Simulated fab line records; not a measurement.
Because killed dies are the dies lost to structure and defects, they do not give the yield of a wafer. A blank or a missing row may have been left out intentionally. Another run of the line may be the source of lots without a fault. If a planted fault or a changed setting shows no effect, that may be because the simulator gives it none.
A sampling plan put to the test + flow berkeley-cmos170 + one fab line, 12 faults that these records tell of, each judged on the records of the lots that it struck
The plan consists of the line's own looks: route steps at which the wafer is read by a gauge or an inspection but not changed. Where struck wafers have a number at a look and the file lists that look's usual mean and standard deviation on fault-free wafers, the look can be judged. Caught: a look later than the fault's first step finds the struck wafers' mean 4 or more of those standard deviations (sigma) from the usual mean. On the tool: the fault's steps, tested the same way using the tool's own readings. Caught also covers a different recipe on the struck wafers, or a record left blank for those wafers only.

== THE FAULTS, as the simulator had put them in ==
1. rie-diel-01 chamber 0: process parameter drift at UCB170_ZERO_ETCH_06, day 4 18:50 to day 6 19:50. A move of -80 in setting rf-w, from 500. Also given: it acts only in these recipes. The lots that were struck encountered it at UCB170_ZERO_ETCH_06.
2. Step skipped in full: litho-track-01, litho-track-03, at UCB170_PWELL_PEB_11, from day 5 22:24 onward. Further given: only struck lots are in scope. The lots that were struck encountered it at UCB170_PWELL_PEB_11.
3. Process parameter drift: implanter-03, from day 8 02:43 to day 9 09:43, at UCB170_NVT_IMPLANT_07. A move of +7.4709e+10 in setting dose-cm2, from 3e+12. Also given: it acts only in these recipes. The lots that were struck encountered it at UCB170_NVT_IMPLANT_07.
4. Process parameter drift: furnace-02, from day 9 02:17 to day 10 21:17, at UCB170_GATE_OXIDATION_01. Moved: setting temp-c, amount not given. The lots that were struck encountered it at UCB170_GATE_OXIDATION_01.
5. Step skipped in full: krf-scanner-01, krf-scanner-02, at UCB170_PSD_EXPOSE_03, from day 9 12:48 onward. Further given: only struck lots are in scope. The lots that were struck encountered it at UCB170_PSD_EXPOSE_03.
6. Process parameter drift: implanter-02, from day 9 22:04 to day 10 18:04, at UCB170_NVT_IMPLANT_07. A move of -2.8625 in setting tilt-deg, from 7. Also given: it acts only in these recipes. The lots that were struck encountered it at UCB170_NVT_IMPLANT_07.
7. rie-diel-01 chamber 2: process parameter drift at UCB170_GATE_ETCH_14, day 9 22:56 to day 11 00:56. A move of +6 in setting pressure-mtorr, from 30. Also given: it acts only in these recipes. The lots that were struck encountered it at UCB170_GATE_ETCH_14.
8. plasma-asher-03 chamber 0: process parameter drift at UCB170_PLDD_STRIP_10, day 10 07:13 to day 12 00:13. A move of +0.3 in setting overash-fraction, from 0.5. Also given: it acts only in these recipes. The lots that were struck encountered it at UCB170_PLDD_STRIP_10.
9. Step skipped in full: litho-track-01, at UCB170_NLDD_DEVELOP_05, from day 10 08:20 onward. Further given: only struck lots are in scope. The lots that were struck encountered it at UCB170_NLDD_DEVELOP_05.
10. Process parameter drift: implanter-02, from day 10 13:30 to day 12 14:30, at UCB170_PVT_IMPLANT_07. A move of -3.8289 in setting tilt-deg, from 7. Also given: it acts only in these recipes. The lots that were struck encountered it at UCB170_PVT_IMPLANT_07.
11. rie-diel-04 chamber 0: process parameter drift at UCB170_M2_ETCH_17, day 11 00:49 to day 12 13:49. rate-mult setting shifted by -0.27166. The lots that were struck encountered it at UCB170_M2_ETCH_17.
12. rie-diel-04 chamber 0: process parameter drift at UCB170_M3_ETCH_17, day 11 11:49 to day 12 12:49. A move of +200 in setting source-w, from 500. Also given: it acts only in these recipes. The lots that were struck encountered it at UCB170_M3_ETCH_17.

== WHAT THE PLAN SAW ==
| fault | on the tool itself                               | first look that catches it                      | reading, sigma | median hours from its first step to that look | hours from the fault's start to the first struck lot there | judged looks passed uncaught |
|-------|--------------------------------------------------|-------------------------------------------------|----------------|-----------------------------------------------|------------------------------------------------------------|------------------------------|
| 1     | rf-fwd-power-W -23 sigma                         | not the one look that can be judged after it    | -              | -                                             | -                                                          | 1                            |
| 2     | the tool's record is blank for the struck wafers | no look after it can be judged                  | -              | -                                             | -                                                          | 0                            |
| 3     | dose-ions-cm2 +25 sigma                          | not the one look that can be judged after it    | -              | -                                             | -                                                          | 1                            |
| 4     | tube-center-temp-C -63 sigma                     | none of the 2 looks that can be judged after it | -              | -                                             | -                                                          | 2                            |
| 5     | no reading that can be judged                    | none of the 2 looks that can be judged after it | -              | -                                             | -                                                          | 2                            |
| 6     | tilt-deg -99 or beyond sigma                     | no look after it can be judged                  | -              | -                                             | -                                                          | 0                            |
| 7     | chamber-pressure-mTorr +99 or beyond sigma       | not the one look that can be judged after it    | -              | -                                             | -                                                          | 1                            |
| 8     | oes-product-au -19 sigma                         | no look after it can be judged                  | -              | -                                             | -                                                          | 0                            |
| 9     | the tool's record is blank for the struck wafers | none of the 2 looks that can be judged after it | -              | -                                             | -                                                          | 2                            |
| 10    | tilt-deg -99 or beyond sigma                     | no look after it can be judged                  | -              | -                                             | -                                                          | 0                            |
| 11    | oes-product-au -4.3 sigma                        | no look after it can be judged                  | -              | -                                             | -                                                          | 0                            |
| 12    | rf-fwd-power-W +99 or beyond sigma               | no look after it can be judged                  | -              | -                                             | -                                                          | 0                            |
Dash: fault not caught, or number not given in these records.

Caught at a look: 0 of 12. Caught on the tool: 11 of 12. By one or the other: 11 of 12.
Faults 1, 2, 3, 4, 6, 7, 8, 9, 10, 11, 12 were caught on the tool alone.
Caught by neither: fault 5.
